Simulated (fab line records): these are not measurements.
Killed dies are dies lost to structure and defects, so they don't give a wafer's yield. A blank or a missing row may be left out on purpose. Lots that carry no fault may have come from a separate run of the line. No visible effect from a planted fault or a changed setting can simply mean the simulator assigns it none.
A struck lot beside a sound one :: flow berkeley cmos170 :: 17 steps out of a route of 331
Sound: wafers L570.1, L570.3, L570.5. Wafers struck: L581.1, L581.3, L581.6. At the end, the cause is stated.
Order at every step that has rows: each side's tool, ch and its chambers, its first start. Under that, the readings that differ: sound wafers :: struck wafers :: difference of the means :: sigmas: that difference in standard deviations of wafers without a fault.
alike: words and numbers the same on both sides, and readings whose means are apart by under 2 such deviations; not compared: readings that were withheld, readings missing a value for some wafer, numbers with overlapping values and no deviation given by the record, and bounds like >300 which may hide the same value.
A row with sigmas, a row that says differs or no value, or rows on one side alone: a step with any of these is where the two part. Numbers that have no deviation but don't overlap get no sigmas and don't part them. Lack of a reading on every wafer of one side parts them only where that side has two or more wafers.

UCB170_NWELL_THK_MEAS_02:
  sound on film metro-01, day 2 17:10; struck on film metro-03, day 5 02:47
  alike: NWELL_OXIDE_THK
then, 2 steps without rows for these wafers: UCB170_NWELL_ANNEAL_03 (time 900 s); UCB170_NWELL_CVD_04 (deposits Si3N4 from SiH2Cl2/NH3, target thk 224 nm, time 3360 s).
UCB170_NWELL_THK_MEAS_05:
  sound on film metro-01, day 3 00:59; struck on film metro-01, day 5 11:28
  alike: NWELL_NITRIDE_THK
then, 6 steps without rows for these wafers: UCB170_NWELL_HMDS_06 (prime time 60 s); UCB170_NWELL_COAT_07 (resist thk 900 nm); UCB170_NWELL_SOFTBAKE_08 (time 60 s); UCB170_NWELL_EXPOSE_09 (exposes mask NWELL, target cd 3000 nm); UCB170_NWELL_PEB_10; UCB170_NWELL_DEVELOP_11 (develop time 45 s).
UCB170_NWELL_OVL_MEAS_12:
  sound on overlay-01, day 3 02:20; struck on overlay-02, day 5 12:22
reading: NWELL_OVL (nm)
sound: -7 -4 -6
struck: 7 2 4
difference: +10
sigmas: +2
UCB170_NWELL_ETCH_13: etches Si3N4 in CH3F/Ar/O2, stops on SiO2, target depth 246.4 nm, time 154 s.
  sound on rie diel-03 ch 1,2, day 3 02:22; struck on rie diel-01 ch 0,1,3, day 5 12:24
  alike: CH3F_flow_sccm, drypump motor current A, oes product au, throttle valve pct
  not compared: rf hours counter h
UCB170_NWELL_IMPLANT_14:
  sound on implanter-01 ch 0, day 3 02:28; struck on implanter-04 ch 0, day 5 12:49
UCB170_NWELL_STRIP_15: strips in O2.
  sound on plasma asher-01 ch 0,1, day 3 02:37; struck on plasma asher-02 ch 0,1, day 5 12:58
  alike: drypump motor current A, oes product au, strip time to endpoint s
  not compared: rf hours counter h
UCB170_NWELL_TW_MEAS_16:
  sound on film metro-03, day 3 02:43; struck on film metro-04, day 5 13:05
reading: NWELL_TW
sound: 1255 1260 1256
struck: 1550 1542 1542
difference: +288
sigmas: +22
then, 1 step without rows for these wafers: UCB170_NWELL_CLEAN_17 (cleans in SPM, time 600 s).
-- the record jumps here: 7 days lie between the struck wafers' starts before and after (it left off in module NWELL and takes up again in module M3, whose first step shown is number 331 of the route) --
UCB170_M3_PROBE_99:
  rows exist in the record for the struck wafers here (prober-01, day 12 02:17), but not for the sound ones

WHERE THEY PART
First at UCB170_NWELL_OVL_MEAS_12; last, within this record, at UCB170_M3_PROBE_99.

WHY: whatever the simulator had introduced
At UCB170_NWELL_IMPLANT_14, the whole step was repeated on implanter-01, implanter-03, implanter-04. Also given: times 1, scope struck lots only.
